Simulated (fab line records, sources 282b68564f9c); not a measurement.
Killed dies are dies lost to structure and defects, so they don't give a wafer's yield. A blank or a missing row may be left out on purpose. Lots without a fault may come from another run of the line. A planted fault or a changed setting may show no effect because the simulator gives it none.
fab line records | flow rit_cmos
record lots=15 wafers=45 last_day=7
route steps=202 shown NLDD@106
lots that met no fault: from a run of the same line without faults
start_h: hours from the record's first day to the start of the lot's first wafer shown | wait_h: hours since the lot's step before | " the same as in the row above | L1.1+2: a row that stands for several wafers | - no value, or no start given | * or withheld: withheld | < > ~ a bound
route shown NAME@n: a module of which the file shows steps, and the number in the route of the first | usual: mean/standard deviation of fault-free wafers | same: alike in all rows | chamber/n: place in a boat | sites: the reading at each site | _std_site: their standard deviation | _edge_site: outer sites' mean less inner sites' | radius_mm: how far each site lies from the wafer's centre | mask NAME#n: copy n | behind: the tool/chamber that last shaped the wafer | hold: why the lot was held/for how many hours/how that ended | device: the transistor (n, p or np) that didn't switch | end of line: the same wafers' tests at the end of the route | a step without rows: its recipe alone | killed: dies lost to structure and defects at the first sort, not the wafer's yield | map: a wafer's dies, x killed, . not, _ none there
set.NAME: the setting as run; set.NAME@STEP: as run at that earlier step | model.NAME: the simulator's own value behind a step, which no gauge read
steps of the route over a sample of lots; a table a step, a row a wafer
services: from which hour (start_h, from the record's first day; less than 0 if before it) a tool's chamber was out of use, for how many hours, and why
## steps
# step RIT_NLDD_EXPOSE_03
# recipe mask_id=M7 na=0.57 target_cd_nm=40700 dose_mj=250
# usual exposure_dose_mJ_cm2=250.00/0.23 stage_vel_mm_s=500.08/0.21
# columns lot.wafer tool chamber start_h wait_h mask exposure_dose_mJ_cm2 stage_vel_mm_s
L559.1 iline_stepper-02 0 53.59 0.4 M7#0 249.71 500.21
L559.3 " 0 " " M7#0 250.23 500.01
L559.6 " 0 " " M7#0 250.10 500.18
L560.3 iline_stepper-02 0 61.04 0.1 M7#0 249.97 499.94
L560.4 " 0 " " M7#0 249.88 500.07
L560.6 " 0 " " M7#0 250.16 500.32
L563.2 iline_stepper-01 0 73.44 0.1 M7#0 249.68 499.92
L563.4 " 0 " " M7#0 249.75 499.95
L563.5 " 0 " " M7#0 249.75 500.11
L564.2 iline_stepper-02 0 81.94 0.2 M7#0 250.11 499.83
L564.5 " 0 " " M7#0 250.15 500.35
L564.6 " 0 " " M7#0 250.12 499.81
L565.4 iline_stepper-01 0 84.78 0.2 M7#0 249.96 500.07
L565.5 " 0 " " M7#0 250.38 500.13
L565.6 " 0 " " M7#0 249.98 500.33
L566.1 iline_stepper-02 0 90.76 0.2 M7#0 250.20 499.87
L566.2 " 0 " " M7#0 250.21 500.07
L566.4 " 0 " " M7#0 249.74 499.95
L567.2 iline_stepper-02 0 93.73 0.1 M7#0 250.07 499.82
L567.3 " 0 " " M7#0 249.96 500.30
L567.4 " 0 " " M7#0 249.75 499.95
L568.2 iline_stepper-02 0 100.98 0.1 M7#0 250.20 500.24
L568.5 " 0 " " M7#0 249.98 500.25
L568.6 " 0 " " M7#0 250.26 500.03
L569.3 iline_stepper-01 0 105.49 0.2 M7#0 250.04 499.90
L569.5 " 0 " " M7#0 250.41 499.97
L569.6 " 0 " " M7#0 250.44 500.01
L571.1 iline_stepper-02 0 116.51 0.1 M7#0 250.03 500.04
L571.4 " 0 " " M7#0 250.12 500.17
L571.6 " 0 " " M7#0 250.05 500.17
L573.1 iline_stepper-02 0 126.90 0.2 M7#0 249.99 500.17
L573.4 " 0 " " M7#0 249.82 500.11
L573.5 " 0 " " M7#0 250.17 500.08
L574.1 iline_stepper-01 0 132.01 0.2 M7#0 250.04 500.37
L574.4 " 0 " " M7#0 250.10 500.33
L574.6 " 0 " " M7#0 250.05 500.14
L575.3 iline_stepper-01 0 134.48 0.1 M7#0 249.74 500.30
L575.4 " 0 " " M7#0 249.74 500.33
L575.5 " 0 " " M7#0 249.77 500.21
L579.2 iline_stepper-01 0 154.05 0.2 M7#0 249.91 500.11
L579.3 " 0 " " M7#0 249.88 500.35
L579.5 " 0 " " M7#0 250.34 500.30
L580.2 iline_stepper-02 0 161.60 0.2 M7#0 249.71 500.23
L580.5 " 0 " " M7#0 249.70 500.04
L580.6 " 0 " " M7#0 249.97 500.39
# step RIT_NLDD_OVL_MEAS_06
# usual NLDD_OVL=0.4/1.2
# columns lot.wafer tool chamber start_h wait_h NLDD_OVL[nm]
L559.1 overlay-01 - 53.99 - -0.6
L559.3 " - " " 1.1
L559.6 " - " " 1.1
L560.3 overlay-02 - 61.42 - 0.1
L560.4 " - " " 0.9
L560.6 " - " " 1.4
L563.2 overlay-02 - 73.86 - 2.2
L563.4 " - " " 1.3
L563.5 " - " " 0.4
L564.2 overlay-01 - 82.33 - -3.7
L564.5 " - " " -1.0
L564.6 " - " " -1.2
L565.4 overlay-01 - 85.14 - 0.8
L565.5 " - " " 0.8
L565.6 " - " " 0.4
L566.1 overlay-02 - 91.16 - -0.7
L566.2 " - " " 0.7
L566.4 " - " " -1.8
L567.2 overlay-01 - 94.11 - -0.5
L567.3 " - " " 0.6
L567.4 " - " " -2.8
L568.2 overlay-01 - 101.37 - 1.6
L568.5 " - " " 1.3
L568.6 " - " " 0.2
L569.3 overlay-02 - 105.86 - -1.5
L569.5 " - " " 0.1
L569.6 " - " " 0.2
L571.1 overlay-01 - 116.98 - -0.3
L571.4 " - " " 0.3
L571.6 " - " " -2.0
L573.1 overlay-01 - 127.30 - 0.8
L573.4 " - " " 0.6
L573.5 " - " " 1.1
L574.1 overlay-01 - 132.41 - -180.2
L574.4 " - " " -177.4
L574.6 " - " " -177.9
L575.3 overlay-01 - 134.85 - -179.3
L575.4 " - " " -180.5
L575.5 " - " " -180.8
L579.2 overlay-02 - 154.44 - -179.3
L579.3 " - " " -180.4
L579.5 " - " " -179.4
L580.2 overlay-01 - 161.98 - 1.8
L580.5 " - " " 0.6
L580.6 " - " " 1.0
## services
# columns tool chamber start_h hours kind
iline_stepper-02 - 49.13 1.7 pm
iline_stepper-02 0 81.90 - calibration
iline_stepper-02 - 85.59 2.3 repair
iline_stepper-01 0 131.86 - calibration
## key
first_sign step=RIT_NLDD_OVL_MEAS_06 reading=NLDD_OVL direction=down sigmas=99+ usual=0.4 struck=-179.5
effect none on later readings
met_at RIT_NLDD_EXPOSE_03
struck_lots L574,L575,L579
tester_left_out L574,L575,L579
onset_between 105.49 132.01
fault kind=scanner_matching_overlay tool=iline_stepper-01 chamber=- onset_h=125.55 steps=RIT_NLDD_EXPOSE_03 offset=-180
# tester_left_out: of these lots the tester's yield and bins aren't shown, on N5 and GAA mostly nor the transistor test; their killed dies are dies lost to structure and defects alone, not to doping, threshold or leakage, so they don't give the yield
